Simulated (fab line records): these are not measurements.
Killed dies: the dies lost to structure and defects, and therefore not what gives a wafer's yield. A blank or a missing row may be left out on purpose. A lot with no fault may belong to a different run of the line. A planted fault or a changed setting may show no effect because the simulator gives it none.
Commonality check across tools -- flow berkeley_cmos170 -- Sample size 15 lots and 45 wafers

WHAT PROMPTED THE OPENING
UCB170_V2_OVL_MEAS_13, reading V2_OVL: flagged on 3 of 15 lots. Fault-free wafers read 0 nm, with a standard deviation of 4.4.
Rule: a lot gets a flag if all its wafers with a number sit over 4 standard deviations from that mean, or if no wafer of it has a number. All remaining lots are regarded as sound.

lot,measured,on,"V2_OVL (nm), wafer by wafer",flag
L637,day 8 14:43,overlay-01,2 1 -1,
L638,day 9 02:48,overlay-02,4 3 8,
L640,day 9 03:37,overlay-02,-7 -3 -3,
L639,day 9 06:41,overlay-02,-1 2 -4,
L642,day 9 12:03,overlay-01,0 0 3,
L641,day 9 12:11,overlay-01,1 4 3,
L643,day 9 21:26,overlay-02,4 6 2,
L645,day 9 22:28,overlay-02,-4 -5 -1,
L644,day 9 23:20,overlay-02,144 141 139,FLAGGED
L647,day 10 11:06,overlay-01,142 146 144,FLAGGED
L648,day 10 12:37,overlay-02,142 138 140,FLAGGED
L650,day 11 11:29,overlay-02,2 1 1,
L655,day 12 00:57,overlay-02,1 1 1,
L656,day 12 13:52,overlay-01,8 2 10,
L658,day 13 12:36,overlay-01,1 4 -1,
The numbers of the flagged lots are 142 nm on average: +142 nm against the usual, or +32 standard deviations.

WHICH TOOL EACH LOT WENT THROUGH
Before the reading, the record contains 2 process steps out of a 331-step route. Every cell lists first the tool, next ch and the chambers used by the sampled wafers, and last the start.
lot,flag,UCB170_M2_STRIP_19,UCB170_V2_EXPOSE_09
L637,,"plasma_asher-01 ch 0,1, day 8 11:44","krf_scanner-02 ch 0, day 8 13:40"
L638,,"plasma_asher-03 ch 0,1, day 9 00:00","krf_scanner-02 ch 0, day 9 01:43"
L640,,"plasma_asher-04 ch 0,1, day 9 00:34","krf_scanner-02 ch 0, day 9 02:49"
L639,,"plasma_asher-03 ch 0,1, day 9 04:26","krf_scanner-02 ch 0, day 9 06:10"
L642,,"plasma_asher-01 ch 0,1, day 9 09:47","krf_scanner-01 ch 0, day 9 11:32"
L641,,"plasma_asher-04 ch 0,1, day 9 10:06","krf_scanner-01 ch 0, day 9 11:43"
L643,,"plasma_asher-04 ch 0,1, day 9 19:04","krf_scanner-02 ch 0, day 9 20:56"
L645,,"plasma_asher-04 ch 0,1, day 9 20:05","krf_scanner-02 ch 0, day 9 21:37"
L644,FLAGGED,"plasma_asher-01 ch 0,1, day 9 21:10","krf_scanner-02 ch 0, day 9 22:52"
L647,FLAGGED,"plasma_asher-01 ch 0,1, day 10 08:57","krf_scanner-02 ch 0, day 10 10:29"
L648,FLAGGED,"plasma_asher-04 ch 1, day 10 09:57","krf_scanner-02 ch 0, day 10 12:07"
L650,,"plasma_asher-04 ch 0,1, day 11 09:26","krf_scanner-01 ch 0, day 11 11:00"
L655,,"plasma_asher-04 ch 0, day 11 20:31","krf_scanner-01 ch 0, day 12 00:27"
L656,,"plasma_asher-01 ch 0,1, day 12 11:38","krf_scanner-01 ch 0, day 12 13:24"
L658,,"plasma_asher-01 ch 0,1, day 13 10:14","krf_scanner-01 ch 0, day 13 12:06"
What is done by these steps:
- UCB170_M2_STRIP_19: strips in O2.
- UCB170_V2_EXPOSE_09: exposes mask VIA2, target cd 700 nm.
- UCB170_V2_OVL_MEAS_13

FLAGGED OVER TOTAL, TOOL BY TOOL (the gauges that took the reading come last)
step,tool,lots run,flagged,share of the flagged lots,sound lots run after its first flagged lot
UCB170_M2_STRIP_19,plasma_asher-01,6,2,some,"2 (L656,L658)"
UCB170_M2_STRIP_19,plasma_asher-03,2,0,none,-
UCB170_M2_STRIP_19,plasma_asher-04,7,1,some,"2 (L650,L655)"
UCB170_V2_EXPOSE_09,krf_scanner-01,6,0,none,-
UCB170_V2_EXPOSE_09,krf_scanner-02,9,3,all,0
UCB170_V2_OVL_MEAS_13,overlay-01,6,1,some,"2 (L656,L658)"
UCB170_V2_OVL_MEAS_13,overlay-02,9,2,some,"2 (L650,L655)"

WHAT THE TABLE ALLOWS
In the table, 1 row covers all flagged lots: krf_scanner-02 at UCB170_V2_EXPOSE_09.
- krf_scanner-02 at UCB170_V2_EXPOSE_09 ran 9 lots, 3 of them flagged. A fault beginning between L645 (day 9 21:37), its last sound lot, and L644 (day 9 22:52), its first flagged one, fits the data.
Left over: one tool, krf_scanner-02 at UCB170_V2_EXPOSE_09.

WHAT THE SIMULATOR PUT IN
Scanner matching overlay: krf_scanner-02, from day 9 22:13 on, at UCB170_V2_EXPOSE_09. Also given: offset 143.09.
Lots struck among those shown: L644, L647, L648. The same result came from the rule above.
